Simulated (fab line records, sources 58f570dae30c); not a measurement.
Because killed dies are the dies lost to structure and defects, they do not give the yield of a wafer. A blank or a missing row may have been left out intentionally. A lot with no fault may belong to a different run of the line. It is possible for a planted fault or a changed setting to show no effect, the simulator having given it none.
fab line records	flow berkeley_cmos170	part 1 of 2: steps 1 to 31 of 43
record: lots: 5	wafers: 15	last_day: 12
route steps=331 shown PWELL@43 WELLDRIVE@55 ACTIVE@60 PFIELD@79
lots with no fault: from the same line, run without faults
start_h: start of the lot's first displayed wafer, in hours after the record's first day	wait_h: hours from the lot's prior step to this one	" the same as in the row above	L1.1+2: a row that stands for several wafers	- no value present, or no start provided	* or withheld: withheld	< > ~ a bound
route shown NAME@n: names a module that has steps shown in the file, with the first one's number in the route	usual: the fault-free wafers' mean and standard deviation	same: alike in all rows	chamber/n: place in a boat	sites: readings site by site	_std_site: their standard deviation	_edge_site: outer sites' mean less inner sites'	radius_mm: how far each site lies from the wafer's centre	mask NAME#n: copy n	behind: tool/chamber where the wafer was last shaped	hold: the reason the lot was held/the length of the hold in hours/how it ended	device: transistor that didn't switch, given as n, p or np	end of line: the tests these same wafers got at the end of their route	a step with no rows: only its recipe	killed: dies lost to structure and defects at the first sort, not the wafer's yield	map: dies across one wafer; x = killed, . = not, _ = none there
set.NAME: the setting as run; set.NAME@STEP: as run at that earlier step	model.NAME: the simulator's own value behind a step, which no gauge read
certain route steps with their lots: each step a table, each wafer a row
services: a tool's chamber out of use, with start hour (start_h, from the record's first day; less than 0 if before it), hours out, and reason
== steps ==
step: UCB170_PWELL_SOFTBAKE_09
recipe: resist: KrF	temp_c: 130	time_s: 60
lot.wafer	tool	chamber	start_h	wait_h
L077.2+3+6	litho_track-03	0	65.99	0.1
L079.1+4+5	litho_track-03	0	77.08	0.1
L085.1+4+6	litho_track-04	0	115.95	0.1
L088.1+3+5	litho_track-04	0	131.29	0.1
L095.1+2+3	litho_track-01	0	153.17	0.1
step: UCB170_PWELL_EXPOSE_10
recipe: mask_id: PWELL	target_cd_nm: 3000	na: 0.5	sigma_outer: 0.6	source_shape: conventional	dose_mj: 19
lot.wafer	tool	chamber	start_h	wait_h	mask
L077.2+3+6	krf_scanner-02	0	66.25	0.2	PWELL#0
L079.1+4+5	krf_scanner-01	0	77.23	0.1	PWELL#0
L085.1+4+6	krf_scanner-02	0	116.21	0.2	PWELL#0
L088.1+3+5	krf_scanner-02	0	131.70	0.4	PWELL#0
L095.1+2+3	krf_scanner-01	0	153.32	0.1	PWELL#0
step: UCB170_PWELL_PEB_11
recipe: peb_temp_c: 130	peb_time_s: withheld	resist: KrF
lot.wafer	tool	chamber	start_h	wait_h
L077.2+3+6	litho_track-04	0	66.39	0.1
L079.1+4+5	litho_track-04	0	77.34	0.1
L085.1+4+6	litho_track-01	0	116.55	0.3
L088.1+3+5	litho_track-04	0	132.16	0.4
L095.1+2+3	litho_track-01	0	153.44	0.1
step: UCB170_PWELL_DEVELOP_12
recipe: developer: TMAH	develop_time_s: 45	resist: KrF	dev_temp_c: 21
lot.wafer	tool	chamber	start_h	wait_h
L077.2+3+6	litho_track-04	0	-	-
L079.1+4+5	litho_track-04	0	-	-
L085.1+4+6	litho_track-01	0	-	-
L088.1+3+5	litho_track-04	0	-	-
L095.1+2+3	litho_track-01	0	-	-
step: UCB170_PWELL_OVL_MEAS_13
usual: PWELL_OVL: -1/6
lot.wafer	tool	chamber	start_h	wait_h	PWELL_OVL[nm]
L077.2	overlay-01	-	66.65	-	-3
L077.3	"	-	"	"	-2
L077.6	"	-	"	"	-2
L079.1	overlay-02	-	77.62	-	-2
L079.4	"	-	"	"	-4
L079.5	"	-	"	"	-3
L085.1	overlay-02	-	116.82	-	-2
L085.4	"	-	"	"	-1
L085.6	"	-	"	"	-9
L088.1	overlay-01	-	132.44	-	8
L088.3	"	-	"	"	10
L088.5	"	-	"	"	0
L095.1	overlay-01	-	153.71	-	-4
L095.2	"	-	"	"	-6
L095.3	"	-	"	"	-5
step: UCB170_PWELL_ETCH_14
recipe: chemistry: CH3F/Ar/O2	target: Si3N4	stop_on: SiO2	CH3F_flow_sccm: 20	Ar_flow_sccm: 50	O2_flow_sccm: 7	pressure_mtorr: 50	rf_w: 442	target_depth_a: 2420	over_etch_frac: 0.1	time_s: 151
usual: chamber_pressure_mTorr: 49.99/0.044	drypump_motor_current_A: 5.6/0.54	oes_product_au: 0.939/0.014	throttle_valve_pct: 8.03/0.13
lot.wafer	tool	chamber	start_h	wait_h	chamber_pressure_mTorr	drypump_motor_current_A	oes_product_au	rf_hours_counter_h	throttle_valve_pct
L077.2	rie_diel-04	1	66.68	0.0	49.96	5.0	0.928	142	8.03
L077.3	"	2	"	"	49.95	5.6	0.924	67	7.88
L077.6	"	2	"	"	49.94	5.6	0.927	-	7.89
L079.1	rie_diel-02	2	77.65	0.0	49.94	5.5	0.942	101	7.83
L079.4	"	3	"	"	49.98	5.9	0.932	21	8.22
L079.5	"	3	"	"	49.91	5.9	0.918	-	8.24
L085.1	rie_diel-04	0	116.86	0.0	50.00	6.7	0.945	19	8.14
L085.4	"	3	"	"	49.98	5.5	0.948	93	8.04
L085.6	"	1	"	"	50.03	5.0	0.914	-	8.05
L088.1	rie_diel-04	1	132.47	0.0	49.98	4.9	0.923	145	8.04
L088.3	"	2	"	"	49.98	5.6	0.935	70	7.88
L088.5	"	0	"	"	50.02	6.7	0.949	-	8.14
L095.1	rie_diel-04	3	153.75	0.0	49.93	5.5	0.945	94	8.04
L095.2	"	1	"	"	50.02	5.0	0.925	146	8.04
L095.3	"	2	"	"	49.97	5.6	0.935	70	7.88
step: UCB170_PWELL_IMPLANT_15
recipe: species: B	dose_cm2: 5e+12	energy_kev: 60	tilt_deg: 7
usual: beam_energy_keV: 60.003/0.018
lot.wafer	tool	chamber	start_h	wait_h	beam_energy_keV
L077.2	implanter-04	0	66.81	0.1	60.007
L077.3	"	0	"	"	59.977
L077.6	"	0	"	"	59.994
L079.1	implanter-02	0	77.76	0.1	59.986
L079.4	"	0	"	"	59.996
L079.5	"	0	"	"	60.014
L085.1	implanter-01	0	116.96	0.1	60.024
L085.4	"	0	"	"	60.036
L085.6	"	0	"	"	60.029
L088.1	implanter-02	0	132.57	0.1	60.001
L088.3	"	0	"	"	59.987
L088.5	"	0	"	"	59.974
L095.1	implanter-04	0	153.85	0.1	59.981
L095.2	"	0	"	"	60.001
L095.3	"	0	"	"	59.978
step: UCB170_PWELL_STRIP_16
recipe: chemistry: O2	power_w: 400	pressure_mtorr: 3500	platen_temp_c: withheld	o2_flow_sccm: 400	overash_fraction: 0.5
usual: chamber_pressure_mTorr: 3500/3.3	drypump_motor_current_A: 5.8/0.54	oes_product_au: 0.721/0.0046	strip_time_to_endpoint_s: 18.11/0.076
lot.wafer	tool	chamber	start_h	wait_h	chamber_pressure_mTorr	drypump_motor_current_A	oes_product_au	rf_hours_counter_h	strip_time_to_endpoint_s
L077.2	plasma_asher-03	1	66.93	0.1	3502	5.2	0.714	38	18.17
L077.3	"	1	"	"	3503	5.2	0.723	-	18.22
L077.6	"	0	"	"	3497	5.2	0.719	-	18.23
L079.1	plasma_asher-01	0	77.91	0.1	3498	5.7	0.722	38	18.22
L079.4	"	1	"	"	3500	6.5	0.726	-	18.19
L079.5	"	1	"	"	3490	6.5	0.713	-	18.23
L085.1	plasma_asher-03	0	117.11	0.1	3497	5.2	0.720	42	18.09
L085.4	"	1	"	"	3504	5.2	0.721	-	18.10
L085.6	"	1	"	"	3503	5.2	0.719	-	18.06
L088.1	plasma_asher-03	1	132.72	0.1	3502	5.2	0.721	44	18.17
L088.3	"	0	"	"	3498	5.2	0.722	-	18.19
L088.5	"	0	"	"	3499	5.2	0.719	-	18.25
L095.1	plasma_asher-01	1	154.00	0.1	3496	6.6	0.719	4	18.15
L095.2	"	0	"	"	3497	5.7	0.720	4	18.09
L095.3	"	1	"	"	3498	6.6	0.717	-	18.05
step: UCB170_PWELL_TW_MEAS_17
usual: PWELL_TW: 380.1/2.5
lot.wafer	tool	chamber	start_h	wait_h	PWELL_TW
L077.2	film_metro-02	-	67.04	0.1	376.6
L077.3	"	-	"	"	377.7
L077.6	"	-	"	"	376.1
L079.1	film_metro-02	-	78.25	0.3	383.0
L079.4	"	-	"	"	380.2
L079.5	"	-	"	"	380.4
L085.1	film_metro-02	-	117.21	0.1	379.2
L085.4	"	-	"	"	381.0
L085.6	"	-	"	"	378.4
L088.1	film_metro-03	-	132.82	0.1	380.9
L088.3	"	-	"	"	382.6
L088.5	"	-	"	"	383.3
L095.1	film_metro-03	-	154.11	0.1	381.6
L095.2	"	-	"	"	380.5
L095.3	"	-	"	"	381.9
step: UCB170_PWELL_CLEAN_18
recipe: chemistry: SPM	temp_c: 120	time_s: 600
lot.wafer	tool	chamber	start_h	wait_h
L077.2+3+6	wet_bench-01	0	67.09	0.0
L079.1+4+5	wet_bench-02	0	78.31	0.1
L085.1+4+6	wet_bench-04	3	117.30	0.1
L088.1+3+5	wet_bench-02	0	135.79	3.0
L095.1+2+3	wet_bench-01	3	154.34	0.2
step: UCB170_PWELL_WET_ETCH_19
recipe: chemistry: H3PO4	target: Si3N4	temp_c: 160	time_s: 14400
lot.wafer	tool	chamber	start_h	wait_h
L077.2+3+6	wet_bench-04	2	67.27	0.0
L079.1+4+5	wet_bench-01	0	78.50	0.0
L085.1+4+6	wet_bench-04	1	117.65	0.2
L088.1+3+5	wet_bench-01	2	136.22	0.2
L095.1+2+3	wet_bench-01	1	154.53	0.0
step: UCB170_PWELL_WET_ETCH_20
recipe: chemistry: BOE	dilution: 5:1	target: SiO2	temp_c: 25	time_s: 22
lot.wafer	tool	chamber	start_h	wait_h
L077.2+3+6	wet_bench-04	3	72.07	0.4
L079.1+4+5	wet_bench-01	2	82.87	0.0
L085.1+4+6	wet_bench-01	0	121.66	0.0
L088.1+3+5	wet_bench-02	2	140.82	0.2
L095.1+2+3	wet_bench-01	3	158.95	0.0
step: UCB170_WELLDRIVE_CLEAN_00
recipe: chemistry: SPM	temp_c: 120	time_s: 600
lot.wafer	tool	chamber	start_h	wait_h
L077.2+3+6	wet_bench-02	2	72.37	0.3
L079.1+4+5	wet_bench-01	1	82.88	0.0
L085.1+4+6	wet_bench-01	2	121.67	0.0
L088.1+3+5	wet_bench-01	2	141.04	0.2
L095.1+2+3	wet_bench-02	1	159.05	0.1
step: UCB170_WELLDRIVE_OXIDATION_01
recipe: temp_c: 1100	ambient: O2	target_thk_a: 1990	ox_time_s: 9000
usual: spike_tc_source_C: 1125.5/1.5
lot.wafer	tool	chamber	start_h	wait_h	spike_tc_source_C
L077.2	furnace-02	0	74.80	2.2	1125.0
L077.3	"	0	"	"	1123.1
L077.6	"	0	"	"	1125.3
L079.1	furnace-02	0	87.98	4.9	1125.0
L079.4	"	0	"	"	1125.2
L079.5	"	0	"	"	1126.7
L085.1	furnace-01	0	125.21	3.3	1125.5
L085.4	"	0	"	"	1125.3
L085.6	"	0	"	"	1125.6
L088.1	furnace-01	0	145.31	4.1	1126.2
L088.3	"	0	"	"	1127.6
L088.5	"	0	"	"	1125.9
L095.1	furnace-02	0	160.95	1.6	1125.4
L095.2	"	0	"	"	1123.8
L095.3	"	0	"	"	1126.2
step: UCB170_WELLDRIVE_THK_MEAS_02
recipe: reads: SiO2_of_WELLDRIVE_OXIDATION_01
usual: WELLDRIVE_OXIDE_THK: 199/3.1
lot.wafer	tool	chamber	start_h	wait_h	WELLDRIVE_OXIDE_THK[nm]
L077.2	film_metro-01	-	78.31	0.0	201
L077.3	"	-	"	"	200
L077.6	"	-	"	"	203
L079.1	film_metro-01	-	91.48	0.0	202
L079.4	"	-	"	"	200
L079.5	"	-	"	"	197
L085.1	film_metro-04	-	128.71	0.0	195
L085.4	"	-	"	"	193
L085.6	"	-	"	"	192
L088.1	film_metro-01	-	148.81	0.0	201
L088.3	"	-	"	"	199
L088.5	"	-	"	"	201
L095.1	film_metro-03	-	164.45	0.0	203
L095.2	"	-	"	"	202
L095.3	"	-	"	"	202
step: UCB170_WELLDRIVE_ANNEAL_03
recipe: temp_c: 1100	time_s: 900	ambient: N2
usual: spike_tc_source_C: 1126.0/1.3
lot.wafer	tool	chamber	start_h	wait_h	spike_tc_source_C
L077.2	furnace-01	0	79.91	1.6	1125.2
L077.3	"	0	"	"	1127.2
L077.6	"	0	"	"	1127.1
L079.1	furnace-01	0	98.19	6.7	1124.8
L079.4	"	0	"	"	1126.4
L079.5	"	0	"	"	1126.6
L085.1	furnace-01	0	131.54	2.8	1128.0
L085.4	"	0	"	"	1126.0
L085.6	"	0	"	"	1127.8
L088.1	furnace-02	0	153.60	4.8	1124.4
L088.3	"	0	"	"	1126.4
L088.5	"	0	"	"	1124.9
L095.1	furnace-02	0	167.95	3.5	1123.8
L095.2	"	0	"	"	1125.3
L095.3	"	0	"	"	1123.7
step: UCB170_WELLDRIVE_WET_ETCH_04
recipe: chemistry: BOE	dilution: 5:1	target: SiO2	temp_c: 25	time_s: 120
lot.wafer	tool	chamber	start_h	wait_h
L077.2+3+6	wet_bench-04	0	81.16	0.0
L079.1+4+5	wet_bench-02	2	99.44	0.0
L085.1+4+6	wet_bench-01	0	135.13	2.3
L088.1+3+5	wet_bench-04	0	156.54	1.7
L095.1+2+3	wet_bench-02	0	169.20	0.0
step: UCB170_ACTIVE_CLEAN_00
recipe: chemistry: SPM	temp_c: 120	time_s: 600
lot.wafer	tool	chamber	start_h	wait_h
L077.2+3+6	wet_bench-04	0	81.20	0.0
L079.1+4+5	wet_bench-01	3	99.49	0.0
L085.1+4+6	wet_bench-01	1	135.84	0.7
L088.1+3+5	wet_bench-02	3	158.35	1.8
L095.1+2+3	wet_bench-02	1	169.64	0.3
step: UCB170_ACTIVE_CLEAN_01
recipe: chemistry: dHF	dilution: 25:1	time_s: 60
lot.wafer	tool	chamber	start_h	wait_h
L077.2+3+6	wet_bench-04	2	81.39	0.0
L079.1+4+5	wet_bench-02	0	99.68	0.0
L085.1+4+6	wet_bench-02	3	136.23	0.2
L088.1+3+5	wet_bench-01	2	158.92	0.2
L095.1+2+3	wet_bench-02	3	170.34	0.3
step: UCB170_ACTIVE_OXIDATION_02
recipe: temp_c: 1000	ambient: O2	target_thk_a: 264	ox_time_s: 1260
usual: spike_tc_source_C: 1023.8/2.3
lot.wafer	tool	chamber	start_h	wait_h	spike_tc_source_C
L077.2	furnace-01	0	83.91	2.5	1023.8
L077.3	"	0	"	"	1026.1
L077.6	"	0	"	"	1023.4
L079.1	furnace-04	0	107.59	7.9	1021.9
L079.4	"	0	"	"	1021.5
L079.5	"	0	"	"	1020.6
L085.1	furnace-03	0	137.91	1.7	1027.3
L085.4	"	0	"	"	1025.4
L085.6	"	0	"	"	1025.9
L088.1	furnace-03	0	160.81	1.9	1024.9
L088.3	"	0	"	"	1024.3
L088.5	"	0	"	"	1026.1
L095.1	furnace-03	0	174.58	4.2	1026.0
L095.2	"	0	"	"	1027.3
L095.3	"	0	"	"	1025.3
step: UCB170_ACTIVE_THK_MEAS_03
recipe: reads: SiO2_of_ACTIVE_OXIDATION_02
usual: ACTIVE_OXIDE_THK: 26.1/0.53
lot.wafer	tool	chamber	start_h	wait_h	ACTIVE_OXIDE_THK[nm]
L077.2	film_metro-03	-	85.33	0.1	25.8
L077.3	"	-	"	"	25.5
L077.6	"	-	"	"	25.8
L079.1	film_metro-01	-	108.94	0.0	25.2
L079.4	"	-	"	"	25.5
L079.5	"	-	"	"	25.3
L085.1	film_metro-03	-	139.32	0.1	26.6
L085.4	"	-	"	"	26.4
L085.6	"	-	"	"	26.7
L088.1	film_metro-03	-	162.16	0.0	25.8
L088.3	"	-	"	"	26.1
L088.5	"	-	"	"	26.4
L095.1	film_metro-03	-	175.99	0.1	26.1
L095.2	"	-	"	"	26.2
L095.3	"	-	"	"	26.0
step: UCB170_ACTIVE_ANNEAL_04
recipe: temp_c: 1000	time_s: 900	ambient: N2
usual: spike_tc_source_C: 1023.7/2.3
lot.wafer	tool	chamber	start_h	wait_h	spike_tc_source_C
L077.2	furnace-01	0	90.94	5.6	1027.1
L077.3	"	0	"	"	1026.5
L077.6	"	0	"	"	1024.4
L079.1	furnace-01	0	114.12	5.2	1025.6
L079.4	"	0	"	"	1026.7
L079.5	"	0	"	"	1025.5
L085.1	furnace-04	0	141.63	2.3	1022.0
L085.4	"	0	"	"	1021.9
L085.6	"	0	"	"	1020.0
L088.1	furnace-04	0	164.78	2.6	1021.0
L088.3	"	0	"	"	1020.8
L088.5	"	0	"	"	1021.2
L095.1	furnace-04	0	181.01	5.0	1023.5
L095.2	"	0	"	"	1020.0
L095.3	"	0	"	"	1022.2
step: UCB170_ACTIVE_CVD_05
recipe: material: Si3N4	target_thk_nm: 220	temp_c: 800	precursor: SiH2Cl2/NH3	time_s: 3300	pressure_mtorr: 200	sih2cl2_flow_sccm: 25	nh3_flow_sccm: 75
usual: spike_tc_source_C: 819.9/2
lot.wafer	tool	chamber	start_h	wait_h	spike_tc_source_C
L077.2	lpcvd-02	0	92.19	0.0	820.3
L077.3	"	0	"	"	820.5
L077.6	"	0	"	"	820.3
L079.1	lpcvd-01	0	115.37	0.0	819.0
L079.4	"	0	"	"	815.7
L079.5	"	0	"	"	818.8
L085.1	lpcvd-01	1	143.21	0.3	823.8
L085.4	"	1	"	"	823.4
L085.6	"	1	"	"	821.1
L088.1	lpcvd-02	0	166.03	0.0	823.0
L088.3	"	0	"	"	821.2
L088.5	"	0	"	"	821.2
L095.1	lpcvd-02	0	182.26	0.0	821.9
L095.2	"	0	"	"	821.2
L095.3	"	0	"	"	822.9
step: UCB170_ACTIVE_THK_MEAS_06
recipe: reads: Si3N4_of_ACTIVE_CVD_05
usual: ACTIVE_NITRIDE_THK: 220.6/1.9
lot.wafer	tool	chamber	start_h	wait_h	ACTIVE_NITRIDE_THK[nm]
L077.2	film_metro-02	-	95.13	0.1	221.4
L077.3	"	-	"	"	222.1
L077.6	"	-	"	"	220.8
L079.1	film_metro-03	-	117.29	0.0	221.5
L079.4	"	-	"	"	221.2
L079.5	"	-	"	"	223.3
L085.1	film_metro-01	-	145.12	0.0	218.5
L085.4	"	-	"	"	217.2
L085.6	"	-	"	"	216.7
L088.1	film_metro-01	-	167.94	0.0	222.3
L088.3	"	-	"	"	220.2
L088.5	"	-	"	"	223.1
L095.1	film_metro-03	-	184.18	0.0	220.1
L095.2	"	-	"	"	221.5
L095.3	"	-	"	"	223.1
step: UCB170_ACTIVE_HMDS_07
recipe: prime_time_s: 60	prime_temp_c: 100
lot.wafer	tool	chamber	start_h	wait_h
L077.2+3+6	litho_track-02	0	95.31	0.2
L079.1+4+5	litho_track-04	0	117.35	0.1
L085.1+4+6	litho_track-04	0	145.68	0.5
L088.1+3+5	litho_track-02	0	168.00	0.1
L095.1+2+3	litho_track-03	0	184.56	0.4
step: UCB170_ACTIVE_COAT_08
recipe: resist: KrF	spin_rpm: 1500	resist_thk_nm: 885.1
usual: dispense_pressure_kPa: 52/4.1
lot.wafer	tool	chamber	start_h	wait_h	dispense_pressure_kPa
L077.2	litho_track-02	0	95.46	0.1	46
L077.3	"	0	"	"	46
L077.6	"	0	"	"	46
L079.1	litho_track-04	0	117.50	0.1	51
L079.4	"	0	"	"	51
L079.5	"	0	"	"	51
L085.1	litho_track-04	0	145.83	0.1	51
L085.4	"	0	"	"	51
L085.6	"	0	"	"	51
L088.1	litho_track-02	0	168.15	0.1	46
L088.3	"	0	"	"	46
L088.5	"	0	"	"	46
L095.1	litho_track-03	0	184.71	0.1	56
L095.2	"	0	"	"	56
L095.3	"	0	"	"	56
step: UCB170_ACTIVE_SOFTBAKE_09
recipe: resist: KrF	temp_c: 130	time_s: 60
lot.wafer	tool	chamber	start_h	wait_h
L077.2+3+6	litho_track-02	0	95.61	0.1
L079.1+4+5	litho_track-04	0	117.65	0.1
L085.1+4+6	litho_track-04	0	145.98	0.1
L088.1+3+5	litho_track-02	0	168.30	0.1
L095.1+2+3	litho_track-03	0	184.86	0.1
step: UCB170_ACTIVE_EXPOSE_10
recipe: mask_id: ACTIVE	target_cd_nm: 1200	na: 0.5	sigma_outer: 0.6	source_shape: conventional	dose_mj: 20
lot.wafer	tool	chamber	start_h	wait_h	mask
L077.2+3+6	krf_scanner-02	0	96.08	0.4	ACTIVE#0
L079.1+4+5	krf_scanner-01	0	117.93	0.2	ACTIVE#0
L085.1+4+6	krf_scanner-01	0	146.27	0.3	ACTIVE#0
L088.1+3+5	krf_scanner-01	0	168.58	0.2	ACTIVE#0
L095.1+2+3	krf_scanner-02	0	185.13	0.2	ACTIVE#0
step: UCB170_ACTIVE_PEB_11
recipe: peb_temp_c: 130	peb_time_s: withheld	resist: KrF
usual: plate_sensor_t_centre_C: 131.41/0.01	plate_sensor_t_edge_C: 131.53/0.01
lot.wafer	tool	chamber	start_h	wait_h	plate_sensor_t_centre_C	plate_sensor_t_edge_C
L077.2	litho_track-03	0	96.20	0.1	131.43	131.54
L077.3	"	0	"	"	131.43	131.53
L077.6	"	0	"	"	131.4	131.51
L079.1	litho_track-04	0	118.04	0.1	131.4	131.52
L079.4	"	0	"	"	131.43	131.54
L079.5	"	0	"	"	131.4	131.51
L085.1	litho_track-02	0	146.75	0.5	131.41	131.53
L085.4	"	0	"	"	131.4	131.52
L085.6	"	0	"	"	131.41	131.52
L088.1	litho_track-04	0	168.69	0.1	131.37	131.53
L088.3	"	0	"	"	131.41	131.53
L088.5	"	0	"	"	131.41	131.54
L095.1	litho_track-04	0	185.29	0.1	131.41	131.53
L095.2	"	0	"	"	131.42	131.53
L095.3	"	0	"	"	131.42	131.54
step: UCB170_ACTIVE_DEVELOP_12
recipe: developer: TMAH	develop_time_s: 45	resist: KrF	dev_temp_c: 21
lot.wafer	tool	chamber	start_h	wait_h
L077.2+3+6	litho_track-03	0	-	-
L079.1+4+5	litho_track-04	0	-	-
L085.1+4+6	litho_track-02	0	-	-
L088.1+3+5	litho_track-04	0	-	-
L095.1+2+3	litho_track-04	0	-	-
step: UCB170_ACTIVE_CD_MEAS_13
recipe: target_cd_nm: 1200
usual: cd_nm: 1200.3/1.4
lot.wafer	tool	chamber	start_h	wait_h	cd_nm
L077.2	cd_sem-02	-	96.49	-	1200.0
L077.3	"	-	"	"	1200.4
L077.6	"	-	"	"	1200.3
L079.1	cd_sem-02	-	118.32	-	1199.2
L079.4	"	-	"	"	1199.7
L079.5	"	-	"	"	1199.1
L085.1	cd_sem-02	-	147.03	-	1198.6
L085.4	"	-	"	"	1200.5
L085.6	"	-	"	"	1198.7
L088.1	cd_sem-02	-	168.97	-	1202.4
L088.3	"	-	"	"	1201.8
L088.5	"	-	"	"	1202.4
L095.1	cd_sem-02	-	185.88	-	1201.0
L095.2	"	-	"	"	1201.9
L095.3	"	-	"	"	1202.5
